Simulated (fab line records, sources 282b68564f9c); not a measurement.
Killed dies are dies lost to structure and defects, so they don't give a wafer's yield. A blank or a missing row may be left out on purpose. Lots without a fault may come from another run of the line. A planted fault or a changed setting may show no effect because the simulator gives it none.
fab line records | flow rit_cmos
record lots=7 wafers=21 last_day=7
route steps=202 shown NWELL@36 PWELL@39 M1@202
lots that met no fault: from a run of the same line without faults
start_h: hours from the record's first day to the start of the lot's first wafer shown | wait_h: hours since the lot's step before | " the same as in the row above | L1.1+2: a row that stands for several wafers | - no value, or no start given | * or withheld: withheld | < > ~ a bound
route shown NAME@n: a module of which the file shows steps, and the number in the route of the first | usual: mean/standard deviation of fault-free wafers | same: alike in all rows | chamber/n: place in a boat | sites: the reading at each site | _std_site: their standard deviation | _edge_site: outer sites' mean less inner sites' | radius_mm: how far each site lies from the wafer's centre | mask NAME#n: copy n | behind: the tool/chamber that last shaped the wafer | hold: why the lot was held/for how many hours/how that ended | device: the transistor (n, p or np) that didn't switch | end of line: the same wafers' tests at the end of the route | a step without rows: its recipe alone | killed: dies lost to structure and defects at the first sort, not the wafer's yield | map: a wafer's dies, x killed, . not, _ none there
set.NAME: the setting as run; set.NAME@STEP: as run at that earlier step | model.NAME: the simulator's own value behind a step, which no gauge read
lots at some steps of the route; a table a step, a row a wafer
services: from which hour (start_h, from the record's first day; less than 0 if before it) a tool's chamber was out of use, for how many hours, and why
## steps
# step RIT_NWELL_IMPLANT_08
# recipe species=P energy_kev=170 dose_cm2=5e+13 tilt_deg=7
# step RIT_NWELL_STRIP_09
# recipe chemistry=O2 time_s=180 resist=NOVOLAK platen_temp_c=withheld power_w=500 pressure_mtorr=4000 o2_flow_sccm=4000
# usual drypump_motor_current_A=5.8/0.45 o2_flow_sccm=4002/12 rf_refl_power_W=6.6/1
# same time_s=180
# columns lot.wafer tool chamber start_h wait_h drypump_motor_current_A o2_flow_sccm rf_hours_counter_h rf_refl_power_W
L700.2 plasma_asher-03 1 28.94 0.1 5.8 4013 23 5.2
L700.3 " 1 " " 5.8 4006 - 4.8
L700.5 " 0 " " 5.9 4014 - 7.7
L701.1 plasma_asher-03 0 34.41 0.1 5.9 4003 24 7.7
L701.4 " 0 " " 5.9 3984 - 7.9
L701.6 " 0 " " 5.9 4005 - 7.9
L705.1 plasma_asher-03 0 53.00 0.1 5.9 4007 26 7.7
L705.2 " 1 " " 5.8 3987 26 4.8
L705.3 " 0 " " 5.9 4015 - 7.5
L706.1 plasma_asher-03 1 56.41 0.1 5.8 4010 26 5.3
L706.2 " 0 " " 5.9 4012 26 7.9
L706.3 " 1 " " 5.8 4024 - 5.3
L708.1 plasma_asher-04 1 66.83 0.1 5.5 4024 41 8.1
L708.3 " 0 " " 6.2 4016 - 6.7
L708.4 " 1 " " 5.5 3999 - 8.3
L713.2 plasma_asher-01 1 92.78 0.1 6.2 3997 46 6.0
L713.4 " 1 " " 6.3 3989 - 5.7
L713.5 " 1 " " 6.3 4008 - 5.8
L721.1 plasma_asher-01 0 131.65 0.1 5.0 3981 51 6.7
L721.2 " 1 " " 6.3 3992 51 6.1
L721.3 " 0 " " 5.0 3987 - 6.7
# step RIT_NWELL_TW_MEAS_10
# usual NWELL_TW=2147/23
# columns lot.wafer tool chamber start_h wait_h NWELL_TW
L700.2 film_metro-04 - 29.12 0.1 2158
L700.3 " - " " 2161
L700.5 " - " " 2163
L701.1 film_metro-02 - 34.58 0.1 2140
L701.4 " - " " 2117
L701.6 " - " " 2129
L705.1 film_metro-02 - 53.18 0.1 2140
L705.2 " - " " 2121
L705.3 " - " " 2129
L706.1 film_metro-02 - 56.59 0.1 2120
L706.2 " - " " 2122
L706.3 " - " " 2121
L708.1 film_metro-03 - 67.01 0.1 2166
L708.3 " - " " 2170
L708.4 " - " " 2153
L713.2 film_metro-03 - 92.96 0.1 2174
L713.4 " - " " 2183
L713.5 " - " " 2161
L721.1 film_metro-02 - 131.82 0.1 2134
L721.2 " - " " 2125
L721.3 " - " " 2123
# step RIT_PWELL_HMDS_00
# recipe prime_time_s=60 prime_temp_c=140
# step RIT_PWELL_COAT_01
# recipe resist=NOVOLAK spin_rpm=2000 resist_thk_nm=1300
# step RIT_PWELL_SOFTBAKE_02
# recipe resist=NOVOLAK temp_c=90 time_s=60
# step RIT_PWELL_EXPOSE_03
# recipe mask_id=M3 na=0.57 target_cd_nm=43700 dose_mj=250
# step RIT_PWELL_PEB_04
# recipe resist=NOVOLAK temp_c=withheld time_s=withheld
# step RIT_PWELL_DEVELOP_05
# recipe resist=NOVOLAK develop_time_s=68 dev_temp_c=23
# step RIT_PWELL_OVL_MEAS_06
# usual PWELL_OVL=0.4/1.6
# columns lot.wafer tool chamber start_h wait_h PWELL_OVL[nm]
L700.2 overlay-02 - 30.06 - -1.6
L700.3 " - " " -1.9
L700.5 " - " " -1.9
L701.1 overlay-01 - 35.65 - -0.5
L701.4 " - " " 1.9
L701.6 " - " " 1.3
L705.1 overlay-01 - 54.12 - -0.1
L705.2 " - " " 1.0
L705.3 " - " " 1.6
L706.1 overlay-01 - 57.65 - -0.3
L706.2 " - " " -2.4
L706.3 " - " " -0.7
L708.1 overlay-01 - 68.07 - -1.0
L708.3 " - " " 1.5
L708.4 " - " " 0.5
L713.2 overlay-02 - 93.90 - 1.3
L713.4 " - " " 0.1
L713.5 " - " " 1.1
L721.1 overlay-02 - 132.76 - -0.5
L721.2 " - " " -0.4
L721.3 " - " " -2.1
# step RIT_PWELL_HARDBAKE_07
# recipe resist=NOVOLAK temp_c=140 time_s=120
# step RIT_PWELL_IMPLANT_08
# recipe species=B energy_kev=170 dose_cm2=7e+13 tilt_deg=7
# step RIT_PWELL_STRIP_09
# recipe chemistry=O2 time_s=180 resist=NOVOLAK platen_temp_c=withheld power_w=500 pressure_mtorr=4000 o2_flow_sccm=4000
# usual drypump_motor_current_A=5.95/0.24 o2_flow_sccm=4000/12 rf_refl_power_W=6.8/1.4
# same time_s=180
# columns lot.wafer tool chamber start_h wait_h drypump_motor_current_A o2_flow_sccm rf_hours_counter_h rf_refl_power_W
L700.2 plasma_asher-03 1 30.49 0.1 5.84 4010 23 4.9
L700.3 " 1 " " 5.82 4007 - 4.7
L700.5 " 1 " " 5.82 4008 - 4.9
L701.1 plasma_asher-03 0 36.08 0.1 5.89 4003 24 8.2
L701.4 " 0 " " 5.92 4007 - 7.9
L701.6 " 1 " " 5.79 4002 - 4.9
L705.1 plasma_asher-03 0 54.55 0.1 5.94 4787 26 8.0
L705.2 " 1 " " 5.83 4011 26 5.3
L705.3 " 1 " " 5.82 3992 - 5.4
L706.1 plasma_asher-03 0 58.09 0.1 5.88 4783 26 8.1
L706.2 " 1 " " 5.83 4005 26 5.4
L706.3 " 1 " " 5.82 3978 - 5.1
L708.1 plasma_asher-03 0 68.51 0.1 5.90 4832 27 7.6
L708.3 " 1 " " 5.81 4014 - 4.8
L708.4 " 0 " " 5.88 4820 - 8.2
L713.2 plasma_asher-04 0 94.33 0.1 6.22 4001 44 6.5
L713.4 " 1 " " 5.53 4005 - 8.5
L713.5 " 0 " " 6.23 4012 - 6.2
L721.1 plasma_asher-04 0 133.20 0.1 6.21 4019 2 6.3
L721.2 " 1 " " 5.50 3987 2 8.3
L721.3 " 1 " " 5.51 3989 - 8.0
# step RIT_PWELL_TW_MEAS_10
# usual PWELL_TW=955/11
# columns lot.wafer tool chamber start_h wait_h PWELL_TW
L700.2 film_metro-03 - 30.67 0.1 968
L700.3 " - " " 972
L700.5 " - " " 974
L701.1 film_metro-04 - 36.26 0.1 955
L701.4 " - " " 957
L701.6 " - " " 958
L705.1 film_metro-03 - 54.73 0.1 971
L705.2 " - " " 965
L705.3 " - " " 966
L706.1 film_metro-04 - 58.27 0.1 954
L706.2 " - " " 952
L706.3 " - " " 954
L708.1 film_metro-02 - 68.69 0.1 939
L708.3 " - " " 939
L708.4 " - " " 941
L713.2 film_metro-02 - 94.52 0.1 938
L713.4 " - " " 936
L713.5 " - " " 942
L721.1 film_metro-02 - 133.37 0.1 952
L721.2 " - " " 952
L721.3 " - " " 950
# step RIT_M1_PROBE_99
# usual killed_at_contacts=0.1/0.24 killed_at_front_end=7/3.2 killed_dies=7/3.2 killed_on_rim=1.9/1.4 killed_open=3.6/2.1 killed_short=3.5/2
# same gross_dies=264 killed_at_M0_to_M3=0 killed_at_M4_up=0 killed_at_back_side=0 killed_at_other=0
# columns lot.wafer tool chamber start_h wait_h killed_at_contacts killed_at_front_end killed_dies killed_on_rim killed_open killed_short
L700.2 prober-01 - 67.78 0.1 0 13 13 6 6 7
L700.3 prober-01 - 67.83 0.2 0 9 9 4 4 5
L700.5 prober-01 - 67.93 0.2 0 8 8 3 6 2
L701.1 prober-02 - 72.42 0.1 0 12 12 2 5 7
L701.4 prober-02 - 72.57 0.2 0 8 8 3 5 3
L701.6 prober-02 - 72.67 0.2 0 6 6 5 4 2
L705.1 prober-02 - 89.45 0.1 0 3 3 0 2 1
L705.2 prober-02 - 89.50 0.1 0 1 1 1 0 1
L705.3 prober-02 - 89.55 0.2 0 1 1 0 1 0
L706.1 prober-01 - 92.62 0.1 0 9 9 2 3 6
L706.2 prober-01 - 92.67 0.1 0 10 10 3 5 5
L706.3 prober-01 - 92.72 0.2 0 6 6 2 2 4
L708.1 prober-01 - 103.71 0.1 0 8 8 2 3 5
L708.3 prober-01 - 103.81 0.2 0 6 6 0 2 4
L708.4 prober-01 - 103.86 0.2 0 10 10 3 4 6
L713.2 prober-02 - 131.83 0.1 0 11 11 3 6 5
L713.4 prober-02 - 131.93 0.2 0 5 5 1 4 1
L713.5 prober-02 - 131.98 0.2 0 6 6 2 2 4
L721.1 prober-02 - 170.40 0.1 1 10 11 3 3 8
L721.2 prober-02 - 170.45 0.1 0 8 8 2 2 6
L721.3 prober-02 - 170.50 0.2 0 9 9 3 5 4
# killed by level:class
L700.2 FOX2:geometric_particle:short=2 GATE:geometric_particle:short=2 GATE:geometric_particle:open=2 SPACER:geometric_particle:short=2 SPACER:geometric_particle:open=2 FOX2:geometric_particle:open=1 SILICIDE:geometric_particle:open=1 SILICIDE:geometric_particle:short=1
L700.3 GATE:geometric_particle:short=3 REOX:geometric_particle:open=2 FOX2:geometric_particle:short=1 FOX2:geometric_particle:open=1 GATE:geometric_particle:open=1 SPACER:geometric_particle:short=1
L700.5 GATE:geometric_particle:open=3 SPACER:geometric_particle:open=2 FOX1:geometric_particle:short=1 FOX2:geometric_particle:open=1 GATE:geometric_particle:short=1
L701.1 SILICIDE:geometric_particle:open=3 FOX1:geometric_particle:short=2 FOX2:geometric_particle:short=2 GATE:geometric_particle:short=2 GATE:geometric_particle:open=1 REOX:geometric_particle:short=1 REOX:geometric_particle:open=1
L701.4 GATE:geometric_particle:short=2 GATE:geometric_particle:open=2 SPACER:geometric_particle:open=2 REOX:geometric_particle:short=1 REOX:geometric_particle:open=1
L701.6 FOX2:geometric_particle:open=2 SPACER:geometric_particle:short=2 GATE:geometric_particle:open=1 SPACER:geometric_particle:open=1
L705.1 GATE:geometric_particle:short=1 GATE:geometric_particle:open=1 SILICIDE:geometric_particle:open=1
L705.2 GATE:geometric_particle:short=1
L705.3 REOX:geometric_particle:open=1
L706.1 GATE:geometric_particle:open=3 GATE:geometric_particle:short=3 REOX:geometric_particle:short=2 SILICIDE:geometric_particle:short=1
L706.2 GATE:geometric_particle:open=3 GATE:geometric_particle:short=2 FOX2:geometric_particle:short=1 REOX:geometric_particle:open=1 SPACER:geometric_particle:open=1 SPACER:geometric_particle:short=1 SILICIDE:geometric_particle:short=1
L706.3 FOX2:geometric_particle:short=1 FOX2:geometric_particle:open=1 GATE:geometric_particle:short=1 GATE:geometric_particle:open=1 REOX:geometric_particle:short=1 SILICIDE:geometric_particle:short=1
L708.1 GATE:geometric_particle:short=3 GATE:geometric_particle:open=2 FOX1:geometric_particle:short=1 FOX1:geometric_particle:open=1 FOX2:geometric_particle:short=1
L708.3 GATE:geometric_particle:open=2 GATE:geometric_particle:short=2 FOX1:geometric_particle:short=1 FOX2:geometric_particle:short=1
L708.4 FOX1:geometric_particle:short=3 GATE:geometric_particle:open=2 SILICIDE:geometric_particle:short=2 GATE:geometric_particle:short=1 SPACER:geometric_particle:open=1 SILICIDE:geometric_particle:open=1
L713.2 GATE:geometric_particle:short=3 GATE:geometric_particle:open=2 REOX:geometric_particle:open=2 ACTIVE:geometric_particle:short=1 FOX2:geometric_particle:open=1 REOX:geometric_particle:short=1 SILICIDE:geometric_particle:open=1
L713.4 SPACER:geometric_particle:open=2 FOX1:geometric_particle:open=1 REOX:geometric_particle:open=1 SPACER:geometric_particle:short=1
L713.5 GATE:geometric_particle:short=2 FOX1:geometric_particle:open=1 FOX2:geometric_particle:short=1 GATE:geometric_particle:open=1 SPACER:geometric_particle:short=1
L721.1 FOX1:geometric_particle:short=3 GATE:geometric_particle:short=2 FOX1:geometric_particle:open=1 FOX2:geometric_particle:open=1 FOX2:geometric_particle:short=1 SILICIDE:geometric_particle:open=1 SILICIDE:geometric_particle:short=1 CONTACT:geometric_particle:short=1
L721.2 GATE:geometric_particle:short=3 FOX2:geometric_particle:open=1 FOX2:geometric_particle:short=1 GATE:geometric_particle:open=1 REOX:geometric_particle:short=1 SPACER:geometric_particle:short=1
L721.3 GATE:geometric_particle:short=3 FOX2:geometric_particle:open=2 FOX1:geometric_particle:short=1 FOX1:geometric_particle:open=1 GATE:geometric_particle:open=1 SILICIDE:geometric_particle:open=1
## services
# columns tool chamber start_h hours kind
plasma_asher-03 - 27.07 0.7 repair
plasma_asher-04 - 108.75 9.0 pm
plasma_asher-04 0 108.75 9.0 vent_cycle
plasma_asher-04 1 108.75 9.0 vent_cycle
plasma_asher-03 - 109.64 4.5 repair
plasma_asher-04 0 117.75 - clean
plasma_asher-04 1 117.75 - clean
## key
first_sign step=RIT_PWELL_STRIP_09 reading=o2_flow_sccm direction=up sigmas=68 usual=4000 struck=4806
effect none on later readings
met_at RIT_PWELL_STRIP_09
struck_wafers L705.1,L706.1,L708.1,L708.4
tester_left_out L705,L706,L708
onset_between 36.08 54.55
fault kind=process_parameter_drift tool=plasma_asher-03 chamber=0 onset_h=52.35 steps=RIT_PWELL_STRIP_09 channel=o2_flow_sccm offset=800 shape=step end_h=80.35 acts_in=these_recipes_only stated=4000
# tester_left_out: of these lots the tester's yield and bins aren't shown, on N5 and GAA mostly nor the transistor test; their killed dies are dies lost to structure and defects alone, not to doping, threshold or leakage, so they don't give the yield
